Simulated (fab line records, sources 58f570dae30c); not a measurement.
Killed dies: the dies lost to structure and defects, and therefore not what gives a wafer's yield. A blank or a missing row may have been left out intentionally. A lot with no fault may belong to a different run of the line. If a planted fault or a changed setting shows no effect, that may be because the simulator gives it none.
The tool behind it: which one?	flow berkeley-cmos170	42 wafers from 14 lots sampled at 5 of the route's 331 steps

WHAT EACH GAUGE READ, for each wafer
UCB170_SDANNEAL_RS_MEAS_04: measurement is done with a four-point probe.
lot	measured	on	PLDD_RS (ohm/sq)
L629	day 7 05:55	film-metro-04	1033 1039 1034
L628	day 7 06:28	film-metro-03	1035 1035 1035
L630	day 7 08:41	film-metro-04	1032 1035 1032
L631	day 7 08:42	film-metro-02	1036 1031 1037
L632	day 7 08:50	film-metro-03	1027 1027 1028
L634	day 7 21:17	film-metro-03	1028 1029 1030
L633	day 7 21:43	film-metro-04	1032 1032 1033
L636	day 8 18:04	film-metro-03	1031 1029 1027
L639	day 9 09:56	film-metro-04	1035 1034 1032
L644	day 10 01:55	film-metro-03	1026 1028 1027
L643	day 10 02:20	film-metro-02	1031 1032 1030
L642	day 10 02:45	film-metro-04	1029 1029 1035
L646	day 10 21:34	film-metro-03	1029 1029 1029
L651	day 11 01:56	film-metro-02	1032 1033 1031

UCB170_CONTACT_OVL_MEAS_16.
lot	measured	on	CONTACT_OVL (nm)
L629	day 7 12:53	overlay-02	5 1 -1
L628	day 7 13:07	overlay-01	2 -2 -4
L630	day 7 13:53	overlay-01	9 4 4
L631	day 7 14:04	overlay-01	5 9 4
L632	day 7 14:24	overlay-02	-2 -1 -4
L634	day 8 01:43	overlay-02	7 5 9
L633	day 8 02:20	overlay-02	7 0 -8
L636	day 9 00:50	overlay-02	-5 -5 -5
L639	day 9 18:52	overlay-02	1 -5 0
L644	day 10 08:23	overlay-01	5 3 0
L643	day 10 08:02	overlay-02	4 -1 10
L642	day 10 09:02	overlay-02	-8 -7 -9
L646	day 11 02:41	overlay-02	11 9 6
L651	day 11 06:23	overlay-01	0 -1 -2

UCB170_V1_THK_MEAS_01.
lot	measured	on	V1_TEOS_THK (nm)
L629	day 7 21:08	film-metro-04	1956 2020 1991
L628	day 7 21:11	film-metro-04	1978 1998 1997
L630	day 7 21:10	film-metro-01	1991 1991 2029
L631	day 7 21:18	film-metro-01	1973 2003 1997
L632	day 7 21:19	film-metro-04	1989 2071 2017
L634	day 8 10:20	film-metro-03	1998 1998 2007
L633	day 8 10:20	film-metro-01	2011 2020 2056
L636	day 9 06:40	film-metro-01	2014 2025 2040
L639	day 10 00:47	film-metro-01	1985 1987 2004
L644	day 10 14:22	film-metro-01	2008 2054 2013
L643	day 10 14:22	film-metro-03	1907 1923 1925
L642	day 10 14:32	film-metro-03	1904 1914 1920
L646	day 11 12:47	film-metro-04	1971 2008 2003
L651	day 11 13:05	film-metro-03	2001 2030 2039

EACH LOT AND THE TOOL THAT RAN IT (in order: tool; ch and the chambers of the sampled wafers; start)
lot	UCB170_M1_ETCH_11	UCB170_V1_CVD_00
L629	rie-diel-04 ch 0,2,3, day 7 14:45	pecvd-04 ch 0,1, day 7 20:59
L628	rie-diel-02 ch 1,2,3, day 7 15:02	pecvd-02 ch 0,1, day 7 20:59
L630	rie-diel-04 ch 2,3, day 7 15:43	pecvd-01 ch 0,2, day 7 20:59
L631	rie-diel-01 ch 0,2,3, day 7 16:01	pecvd-04 ch 0,2, day 7 21:08
L632	rie-diel-02 ch 1,3, day 7 16:21	pecvd-02 ch 0,2, day 7 21:08
L634	rie-diel-02 ch 1,3, day 8 03:43	pecvd-04 ch 1,2, day 8 10:10
L633	rie-diel-04 ch 1,2,3, day 8 04:25	pecvd-01 ch 0,1,2, day 8 10:10
L636	rie-diel-01 ch 0,2,3, day 9 02:57	pecvd-04 ch 0,1, day 9 06:31
L639	rie-diel-01 ch 0,2,3, day 9 20:52	pecvd-01 ch 1,2, day 10 00:37
L644	rie-diel-02 ch 0,1, day 10 11:22	pecvd-01 ch 0,1, day 10 14:13
L643	rie-diel-04 ch 0,1,2, day 10 11:01	pecvd-04 ch 0,1,2, day 10 14:13
L642	rie-diel-04 ch 0,2,3, day 10 11:55	pecvd-04 ch 0,2, day 10 14:22
L646	rie-diel-04 ch 1,3, day 11 04:31	pecvd-01 ch 0,1,2, day 11 12:37
L651	rie-diel-04 ch 0,1,3, day 11 08:14	pecvd-01 ch 0,1, day 11 12:55
- UCB170_M1_ETCH_11: etches BARC in N2/H2.
- UCB170_V1_CVD_00: deposits SiO2 from TEOS/O2, target thk 2000 nm, time 250 s.

WHAT THE TOOLS THEMSELVES READ (means of the sampled wafers that have a number; where no wafer has one, the mark that the record gives instead)
UCB170_M1_ETCH_11.
lot	tool	drypump-motor-current-A (A)	oes-product-au (a.u.)	throttle-valve-pct (%)
L629	rie-diel-04	5.4	1.010	13.30
L628	rie-diel-02	5.4	1.001	13.44
L630	rie-diel-04	5.3	1.004	13.19
L631	rie-diel-01	5.5	0.987	13.26
L632	rie-diel-02	5.7	0.994	13.62
L634	rie-diel-02	5.7	1.002	13.63
L633	rie-diel-04	5.5	1.005	13.27
L636	rie-diel-01	5.5	0.985	13.26
L639	rie-diel-01	5.5	0.993	13.24
L644	rie-diel-02	5.6	1.015	13.42
L643	rie-diel-04	5.6	0.997	13.37
L642	rie-diel-04	5.4	1.004	13.28
L646	rie-diel-04	5.7	1.018	13.41
L651	rie-diel-04	5.6	1.013	13.46

UCB170_V1_CVD_00.
lot	tool	heater-power-w (W)
L629	pecvd-04	276
L628	pecvd-02	265
L630	pecvd-01	243
L631	pecvd-04	243
L632	pecvd-02	312
L634	pecvd-04	268
L633	pecvd-01	255
L636	pecvd-04	250
L639	pecvd-01	276
L644	pecvd-01	225
L643	pecvd-04	291
L642	pecvd-04	263
L646	pecvd-01	249
L651	pecvd-01	243

THE ANSWER, worked out from the rows above alone
Rule: what is usual is taken from the lots themselves. The widest of any qualifying gaps counts: lots, ordered by their means at a reading, are off when they make up no more than a third of the lots, leave a main group of 4 or more, and stand apart from it by 3 or more times the standard deviation of that group's means. The tables above print the reading to a certain number of digits; a main group whose means all agree to those digits is not used. A lot without any number at a reading at which 4 lots or more have one is off too. Any other lot the step has rows for is counted as sound. The gauges are gone through in route order, then the tools' own readings, and for those a lot's mean is taken as printed above. At the first step where some lot is off, the reading lying furthest off is the one used; lots without a number count as furthest.
Off: L643, L642, seen at UCB170_V1_THK_MEAS_01 (V1_TEOS_THK). For the main group the mean is 2008 nm and the standard deviation 16.
A tool fits if, at a process step before that reading, it ran every lot that is off, and no sound lot after the first of them. The gauges at UCB170_V1_THK_MEAS_01 are tried like those tools. One fits: UCB170_V1_CVD_00 on pecvd-04. Its last sound lot is L636 (day 9 06:31), its first lot that is off L643 (day 10 14:13): a fault that began between those two fits.

WHAT WAS PUT IN BY THE SIMULATOR
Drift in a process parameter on pecvd-04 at UCB170_V1_CVD_00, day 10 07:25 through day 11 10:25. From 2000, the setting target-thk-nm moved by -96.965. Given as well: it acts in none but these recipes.
Struck lots among those shown: L643, L642. The rule above reached the same finding.
